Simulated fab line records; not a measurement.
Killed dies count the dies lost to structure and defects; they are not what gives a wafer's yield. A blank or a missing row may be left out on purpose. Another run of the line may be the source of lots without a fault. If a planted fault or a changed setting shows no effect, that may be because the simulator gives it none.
Chamber matching -- flow berkeleyCmos170 -- UCB170_V1_CMP_02 on cmp-01 has 4 sister chambers
The step polishes SiO2. 4 wafers are shown with their chamber, then 10 later ones without.

== WAFERS WITH THEIR CHAMBER ==
wafer,chamber,motorCurrentA (A)
L716.2,2,14.3
L714.4,1,15.2
L719.1,3,17.6
L719.3,0,12.2

== WAFERS MISSING THEIR CHAMBER ==
wafer,motorCurrentA (A)
L719.4,16.4
L726.1,16.4
L726.3,12.1
L726.5,16.8
L727.1,16.8
L727.3,14.0
L727.6,14.3
L731.1,16.0
L731.5,15.3
L731.6,14.7

== WHICH CHAMBER EACH WENT THROUGH ==
wafer,from the rows above,in truth
L719.4,can't be placed: 1 or 3 or 2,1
L726.1,can't be placed: 1 or 3 or 2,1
L726.3,0,0
L726.5,can't be placed: 3 or 1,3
L727.1,can't be placed: 3 or 1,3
L727.3,can't be placed: 2 or 1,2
L727.6,can't be placed: 2 or 1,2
L731.1,can't be placed: 1 or 3 or 2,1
L731.5,can't be placed: 1 or 2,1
L731.6,can't be placed: 2 or 1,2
1 of 10 placed correctly. Unplaceable from these rows: 9, with the true chamber sitting among the candidates in 9. Placed wrongly: 0.
How it was worked out, from the rows above alone: a wafer's distance from a chamber is the root of the sum, over the readings, of the square of ((its reading less the chamber's mean) divided by the reading's scatter). If the next closest chamber is less than 2 further off than the closest, the wafer can't be placed; otherwise it belongs to the closest. Each chamber's mean is taken over the wafers shown for it. The scatter: with one shown wafer a chamber, the root of the mean of the squares of how far each hidden wafer lies from its nearest shown one.
